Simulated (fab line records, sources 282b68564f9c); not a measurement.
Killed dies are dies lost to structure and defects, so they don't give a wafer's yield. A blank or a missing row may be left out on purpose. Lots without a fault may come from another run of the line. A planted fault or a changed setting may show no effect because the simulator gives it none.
Which tool did it? | flow rit_cmos | 14 lots, 42 wafers sampled, at 5 steps of a route of 202

WHAT THE GAUGES READ, wafer by wafer
RIT_PWELL_OVL_MEAS_06. Usual: PWELL_OVL -0.5 nm, standard deviation 1.5.
lot  | measured    | on         | PWELL_OVL (nm) | flag
L609 | day 1 22:14 | overlay-01 | -3.1 -1.3 -2.9 |
L610 | day 2 04:14 | overlay-01 | 1.1 1.9 -0.2   |
L611 | day 2 08:40 | overlay-02 | -2.0 -4.0 -4.3 |
L612 | day 2 13:08 | overlay-01 | -0.1 -1.4 -0.2 |
L613 | day 2 19:52 | overlay-02 | 1.2 -0.5 -1.1  |
L614 | day 3 01:19 | overlay-02 | -0.1 -0.7 -0.9 |
L616 | day 3 09:05 | overlay-01 | -2.3 -3.2 -2.9 |
L617 | day 3 17:29 | overlay-01 | -1.1 -3.3 -1.7 |
L618 | day 3 20:11 | overlay-02 | 0.1 -1.3 -2.4  |
L619 | day 4 02:16 | overlay-01 | -2.4 -1.8 -1.1 |
L620 | day 4 08:04 | overlay-02 | 0.4 0.8 -0.9   |
L629 | day 6 04:26 | overlay-01 | 2.7 1.5 1.7    |
L630 | day 6 09:50 | overlay-02 | -4.4 -2.4 -0.9 |
L632 | day 6 20:41 | overlay-02 | -2.1 -1.4 -2.2 |

RIT_PRETRO_TW_MEAS_10. Usual: PRETRO_TW 472.7, standard deviation 2.9.
lot  | measured    | on            | PRETRO_TW         | flag
L609 | day 2 07:26 | film_metro-03 | 467.4 471.3 468.4 |
L610 | day 2 13:23 | film_metro-04 | 477.8 475.4 477.9 |
L611 | day 2 17:57 | film_metro-04 | 475.6 475.6 477.2 |
L612 | day 2 22:54 | film_metro-04 | 476.5 476.8 476.0 |
L613 | day 3 05:01 | film_metro-03 | 472.5 471.2 472.3 |
L614 | day 3 10:28 | film_metro-01 | 468.3 468.6 468.4 |
L616 | day 3 18:40 | film_metro-01 | 467.1 465.1 467.2 |
L617 | day 4 02:38 | film_metro-04 | 473.5 473.4 469.4 |
L618 | day 4 06:35 | film_metro-01 | 470.2 471.8 469.5 |
L619 | day 4 11:33 | film_metro-04 | 469.5 477.6 471.7 |
L620 | day 4 17:18 | film_metro-03 | 474.2 475.8 476.8 |
L629 | day 6 13:57 | film_metro-03 | 473.5 473.3 476.3 |
L630 | day 6 19:11 | film_metro-01 | 471.7 469.8 471.0 |
L632 | day 7 06:01 | film_metro-01 | 473.3 472.1 474.6 |

RIT_GATE_THK_MEAS_07. Usual: GATE_OXIDE_THK 3.03 nm, standard deviation 0.06.
lot  | measured    | on            | GATE_OXIDE_THK (nm) | flag
L609 | day 2 09:20 | film_metro-01 | 2.95 2.93 2.95      |
L610 | day 2 16:42 | film_metro-04 | 2.99 3.09 3.08      |
L611 | day 2 19:50 | film_metro-02 | 2.97 3.06 3.06      |
L612 | day 3 00:47 | film_metro-01 | 2.93 2.93 2.97      |
L613 | day 3 07:03 | film_metro-02 | 3.08 3.12 3.09      |
L614 | day 3 15:02 | film_metro-02 | 3.10 3.13 3.13      |
L616 | day 3 23:01 | film_metro-01 | 2.91 3.04 2.95      |
L617 | day 4 06:23 | film_metro-04 | 3.04 2.96 3.02      |
L618 | day 4 08:27 | film_metro-02 | 3.06 3.00 3.00      |
L619 | day 4 15:34 | film_metro-02 | 3.04 3.14 3.11      |
L620 | day 4 22:50 | film_metro-01 | 2.99 3.07 3.06      |
L629 | day 6 18:05 | film_metro-04 | 3.07 3.07 3.09      |
L630 | day 6 21:05 | film_metro-01 | 3.04 3.05 3.04      |
L632 | day 7 09:23 | film_metro-01 | 2.94 3.01 2.97      |

RIT_PLDD_OVL_MEAS_06. Usual: PLDD_OVL 0.5 nm, standard deviation 1.3.
lot  | measured    | on         | PLDD_OVL (nm)     | flag
L609 | day 2 18:58 | overlay-02 | -1.0 -2.3 -1.7    |
L610 | day 3 01:24 | overlay-01 | 2.6 2.8 1.2       |
L611 | day 3 05:11 | overlay-01 | 0.7 0.6 0.3       |
L612 | day 3 09:31 | overlay-01 | 0.5 1.5 0.9       |
L613 | day 3 15:59 | overlay-02 | 0.2 -0.5 1.8      |
L614 | day 4 00:47 | overlay-01 | -0.6 1.0 1.2      |
L616 | day 4 07:47 | overlay-01 | 2.4 2.7 2.8       |
L617 | day 4 15:15 | overlay-02 | 0.6 -2.2 -0.8     |
L618 | day 4 17:17 | overlay-01 | 241.8 240.9 241.0 | OFF
L619 | day 5 01:55 | overlay-01 | 241.2 241.7 242.2 | OFF
L620 | day 5 07:36 | overlay-02 | 240.4 239.8 238.9 | OFF
L629 | day 7 04:22 | overlay-02 | 0.0 2.1 1.3       |
L630 | day 7 06:55 | overlay-02 | 0.6 -0.9 -0.6     |
L632 | day 7 18:49 | overlay-01 | -1.2 -2.1 0.1     |

WHICH TOOL RAN EACH LOT (tool, then ch and the chambers of the sampled wafers, then the start)
lot  | RIT_PLDD_EXPOSE_03
L609 | iline_stepper-01 ch 0, day 2 18:36
L610 | iline_stepper-01 ch 0, day 3 01:01
L611 | iline_stepper-01 ch 0, day 3 04:48
L612 | iline_stepper-01 ch 0, day 3 09:03
L613 | iline_stepper-01 ch 0, day 3 15:35
L614 | iline_stepper-02 ch 0, day 4 00:23
L616 | iline_stepper-01 ch 0, day 4 07:24
L617 | iline_stepper-02 ch 0, day 4 14:51
L618 | iline_stepper-02 ch 0, day 4 16:53
L619 | iline_stepper-02 ch 0, day 5 01:31
L620 | iline_stepper-02 ch 0, day 5 07:12
L629 | iline_stepper-01 ch 0, day 7 03:58
L630 | iline_stepper-01 ch 0, day 7 06:31
L632 | iline_stepper-01 ch 0, day 7 18:20
- RIT_PLDD_EXPOSE_03: exposes mask M8, target cd 40900 nm.

WHAT THE TOOLS THEMSELVES READ (means of the sampled wafers that have a number; where no wafer has one, the mark that the record gives instead)
The record holds no such reading with a usual standard deviation.

THE ANSWER, worked out from the rows above alone
Rule: a lot is off if the mean of its wafers that have a number lies more than 3 standard deviations from the usual mean. A lot without any number at a reading at which 4 lots or more have one is off too. The other lots that the step has rows for count as sound. The gauges are gone through in route order, then the tools' own readings, and for those a lot's mean is taken as printed above. The first step at which some lot is off is used, and at that step the reading that is off furthest; a lot without a number counts as furthest.
Off: L618, L619, L620, at RIT_PLDD_OVL_MEAS_06 (PLDD_OVL).
A tool fits if, at a process step before that reading, it ran every lot that is off, and no sound lot after the first of them. The gauges at RIT_PLDD_OVL_MEAS_06 are tried like those tools. One fits: iline_stepper-02 at RIT_PLDD_EXPOSE_03. Its last sound lot is L617 (day 4 14:51), its first lot that is off L618 (day 4 16:53): a fault that began between those two fits.

WHAT THE SIMULATOR HAD PUT IN
Scanner matching overlay: iline_stepper-02, from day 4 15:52 on, at RIT_PLDD_EXPOSE_03. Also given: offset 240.
Lots struck among those shown: L618, L619, L620. The rule above found the same.
